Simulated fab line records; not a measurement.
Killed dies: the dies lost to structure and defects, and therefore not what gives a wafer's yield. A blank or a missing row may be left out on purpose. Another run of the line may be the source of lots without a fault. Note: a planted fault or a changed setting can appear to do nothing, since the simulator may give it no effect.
Comparing a struck lot with a sound one | flow ritCmos | 15 out of 202 route steps
Sound: the wafers L857.1, L857.3, L857.4. Struck: wafer L869.5. (L869.2, L869.3 of the same lot were not struck and are left out.) The cause comes at the end.
Per side, at each step with rows, come the tool, then ch with its chambers, and then its first start. Under that, the readings that differ: sound wafers | struck wafers | difference of the means | sigmas: that difference in standard deviations of wafers without a fault.
alike: readings whose means differ by less than 2 such deviations, and words and numbers that are the same on both sides. not compared: withheld readings, readings that some wafer has no value for, bounds like >300 that may hide the same value, and numbers for which the record gives no deviation and whose values overlap.
Wherever a step has rows on one side only, a row that says differs or no value, or a row with sigmas, the two part there. When numbers do not overlap yet have no deviation, they are printed without sigmas and do not part them. A reading missing from all wafers of one side parts the sides only when that side holds two or more wafers.

RIT_GATE_THK_MEAS_07:
  struck on filmMetro-04, day 5 19:22; sound on filmMetro-03, day 3 03:10
  alike: GATE_OXIDE_THK
then, 1 step without rows for these wafers: RIT_GATE_CVD_08 (deposits poly-Si from SiH4, target thk 250 nm, time 2220 s).
RIT_GATE_THK_MEAS_09:
  struck on filmMetro-04, day 5 21:51; sound on filmMetro-03, day 3 04:50
  alike: GATE_POLY_THK
then, 6 steps without rows for these wafers: RIT_GATE_HMDS_10 (prime time 60 s); RIT_GATE_COAT_11 (resist thk 850 nm); RIT_GATE_SOFTBAKE_12 (time 60 s); RIT_GATE_EXPOSE_13 (exposes mask M6, target cd 150 nm); RIT_GATE_PEB_14; RIT_GATE_DEVELOP_15 (develop time 50 s).
RIT_GATE_CD_MEAS_16: the cd target is 150 nm.
  struck on cdSem-02, day 6 03:49; sound on cdSem-01, day 3 05:59
  alike: cdNm
RIT_GATE_OVL_MEAS_17:
  struck on overlay-02, day 6 03:56; sound on overlay-02, day 3 06:06
  alike: GATE_OVL
then, 1 step without rows for these wafers: RIT_GATE_HARDBAKE_18 (time 60 s).
RIT_GATE_ETCH_19: etches poly-Si in SF6/CHF3/O2, stops on SiO2, time 165 s, target depth 312.5 nm.
  sound on rieSi-01 ch 0,2,3, day 3 06:17; struck on rieSi-01 ch 3, day 6 04:24
reading                                  | sound             | struck | difference | sigmas
oesProductAu (a.u.)                      | 0.849 0.859 0.857 | 0.727  | -0.128     | -11
model.GATE.featureDepthNm (nm)           | 251.8 252.4 252.3 | 205.9  | -46.3      | 
model.etch.depthNm (nm)                  | 251.8 252.4 252.3 | 205.9  | -46.3      | 
model.NOVOLAK_of_GATE_COAT_11.thkNm (nm) | 670 673.2 670.3   | 699.2  | +28.0      | 
  alike: CHF3_flow_sccm, O2_flow_sccm, drypumpMotorCurrentA, throttleValvePct
  not compared: rfHoursCounterH
RIT_GATE_STRIP_20: strips in O2, time 180 s.
  sound on plasmaAsher-04 ch 0,1, day 3 06:24; struck on plasmaAsher-01 ch 0, day 6 04:31
  alike: drypumpMotorCurrentA
  not compared: rfHoursCounterH
RIT_M1_PROBE_99:
  struck on prober-01, day 7 01:52; sound on prober-02, day 4 03:37
reading          | sound | struck | difference | sigmas
killedAtFrontEnd | 4 5 6 | 264    | +259       | +84
killedDies       | 5 5 6 | 264    | +259       | +81
killedOnRim      | 1 1 4 | 70     | +68        | +45
killedOpen       | 2 2 2 | 7      | +5         | +2
  alike: killedAtContacts, killedShort

## WHERE THEY PART
First at RIT_GATE_ETCH_19; last, within this record, at RIT_M1_PROBE_99.

WHY: whatever the simulator had introduced
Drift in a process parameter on rieSi-01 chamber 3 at RIT_GATE_ETCH_19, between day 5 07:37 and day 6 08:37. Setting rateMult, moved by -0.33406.
